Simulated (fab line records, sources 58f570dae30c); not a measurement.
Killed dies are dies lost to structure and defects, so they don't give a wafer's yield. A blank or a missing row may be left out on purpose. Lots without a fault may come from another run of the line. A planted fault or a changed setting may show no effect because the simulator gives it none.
A sampling plan put to the test | flow berkeley_cmos170 | one fab line, 11 faults that these records tell of, each judged on the records of the lots that it struck; 3 more are left out, because the records don't allow judging them
The plan is the line's own looks: the steps of the route at which a gauge or an inspection reads the wafer and doesn't change it. A look can be judged if struck wafers have a number there and the file gives its usual mean and standard deviation on fault-free wafers. Caught: at a look after the fault's first step, the mean of the struck wafers lies 4 or more of those standard deviations (sigma) from the usual mean. On the tool: the same test on the tool's own readings at the fault's steps. Another recipe on the struck wafers, or a record that is blank for them alone, also counts as caught.

THE FAULTS, as the simulator had put them in
1. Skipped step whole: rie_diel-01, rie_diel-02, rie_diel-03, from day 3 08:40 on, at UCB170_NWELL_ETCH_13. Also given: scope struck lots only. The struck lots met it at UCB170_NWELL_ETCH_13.
2. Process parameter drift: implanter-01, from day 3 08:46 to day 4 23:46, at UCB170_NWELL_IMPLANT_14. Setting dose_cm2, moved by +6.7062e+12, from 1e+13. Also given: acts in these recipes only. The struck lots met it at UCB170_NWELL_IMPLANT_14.
3. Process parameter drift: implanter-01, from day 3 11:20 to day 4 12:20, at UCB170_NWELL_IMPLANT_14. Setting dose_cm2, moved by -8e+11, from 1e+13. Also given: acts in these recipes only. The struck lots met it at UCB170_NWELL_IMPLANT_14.
4. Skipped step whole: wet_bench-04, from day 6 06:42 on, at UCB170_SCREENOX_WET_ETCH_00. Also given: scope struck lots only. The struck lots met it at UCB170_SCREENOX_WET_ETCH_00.
5. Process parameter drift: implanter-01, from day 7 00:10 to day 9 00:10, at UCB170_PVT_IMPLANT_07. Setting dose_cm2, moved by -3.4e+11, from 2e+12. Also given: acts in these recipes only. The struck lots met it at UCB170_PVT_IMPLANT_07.
6. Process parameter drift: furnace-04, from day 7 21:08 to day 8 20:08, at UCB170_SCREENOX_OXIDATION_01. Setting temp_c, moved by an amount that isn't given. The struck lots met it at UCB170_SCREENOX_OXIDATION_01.
7. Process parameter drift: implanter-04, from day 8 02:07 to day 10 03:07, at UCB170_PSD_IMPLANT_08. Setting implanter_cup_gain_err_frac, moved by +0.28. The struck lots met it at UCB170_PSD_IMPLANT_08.
8. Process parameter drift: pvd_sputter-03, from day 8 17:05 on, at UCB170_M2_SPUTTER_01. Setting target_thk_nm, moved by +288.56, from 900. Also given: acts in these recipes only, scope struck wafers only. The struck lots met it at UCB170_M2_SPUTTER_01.
9. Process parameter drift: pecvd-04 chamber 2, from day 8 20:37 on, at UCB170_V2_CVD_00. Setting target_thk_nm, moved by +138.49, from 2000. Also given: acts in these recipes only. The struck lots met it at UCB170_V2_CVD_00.
10. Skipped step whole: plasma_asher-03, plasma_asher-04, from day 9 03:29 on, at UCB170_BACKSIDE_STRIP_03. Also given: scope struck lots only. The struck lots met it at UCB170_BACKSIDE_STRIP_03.
11. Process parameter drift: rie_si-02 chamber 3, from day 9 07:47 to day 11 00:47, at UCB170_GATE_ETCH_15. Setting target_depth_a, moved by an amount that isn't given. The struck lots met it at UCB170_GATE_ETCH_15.

WHAT THE PLAN SAW
fault | on the tool itself                               | first look that catches it                   | reading, sigma                                   | median hours from its first step to that look | hours from the fault's start to the first struck lot there | judged looks passed uncaught
1     | the tool's record is blank for the struck wafers | no look after it can be judged               | -                                                | -                                             | -                                                          | 0
2     | dose_ions_cm2 +99 or beyond sigma                | UCB170_NWELL_TW_MEAS_16                      | NWELL_TW +38                                     | 0.2                                           | 3                                                          | 0
3     | dose_ions_cm2 -80 sigma                          | UCB170_NWELL_TW_MEAS_16                      | NWELL_TW -5.0                                    | 0.2                                           | 0                                                          | 0
4     | no reading that can be judged                    | no look after it can be judged               | -                                                | -                                             | -                                                          | 0
5     | dose_ions_cm2 -99 or beyond sigma                | not the one look that can be judged after it | strongest: PVT_TW at UCB170_PVT_TW_MEAS_09, -3.3 | -                                             | -                                                          | 1
6     | tube_center_temp_C -99 or beyond sigma           | UCB170_SCREENOX_THK_MEAS_02                  | SCREENOX_OXIDE_THK -16                           | 1.7                                           | 9                                                          | 0
7     | faraday_current_uA +14 sigma                     | UCB170_PSD_TW_MEAS_10                        | PSD_TW -4.5                                      | 0.2                                           | 7                                                          | 0
8     | under 2 sigma                                    | UCB170_M2_RS_MEAS_02                         | M2_AL_RS -23                                     | 0.1                                           | 29                                                         | 0
9     | under 2 sigma                                    | UCB170_V2_THK_MEAS_01                        | V2_TEOS_THK +5.1                                 | 0.2                                           | 2                                                          | 0
10    | no reading that can be judged                    | no look after it can be judged               | -                                                | -                                             | -                                                          | 0
11    | oes_product_au +5.2 sigma                        | no look after it can be judged               | -                                                | -                                             | -                                                          | 0
A dash: the fault isn't caught, or these records don't give the number.

Caught at a look: 6 of 11. Caught on the tool: 7 of 11. By one or the other: 9 of 11.
Caught on the tool alone: faults 1, 5, 11.
Caught at a look alone: faults 8, 9.
Caught by neither: faults 4, 10.

THINNER SAMPLING
If the look that catches a fault measured only every second or every third lot, by lot number, the first struck lot would be measured this late in the worst case:
fault | struck lots at that look, in order of time | every lot | every second lot | every third lot
2     | L104, L103                                 | 3 h       | 3 h              | may miss all 2
3     | L961, L960, L963                           | 0 h       | 0 h              | may miss all 3
6     | L195, L196                                 | 9 h       | 9 h              | may miss all 2
7     | L254, L255                                 | 7 h       | 21 h             | may miss all 2
8     | L933                                       | 29 h      | may miss it      | may miss it
9     | L575, L577                                 | 2 h       | may miss all 2   | may miss all 2
Hours are from the fault's start to the first struck lot that is measured. The limit of 4 sigma was tested on all struck wafers together, so one lot alone may lie under it. Other struck lots may not be in these records.

THE LONGEST TIMED WAY FROM STEP TO LOOK
Fault 6: a median of 1.7 hours passes between UCB170_SCREENOX_OXIDATION_01 and UCB170_SCREENOX_THK_MEAS_02. No look between them can be judged.
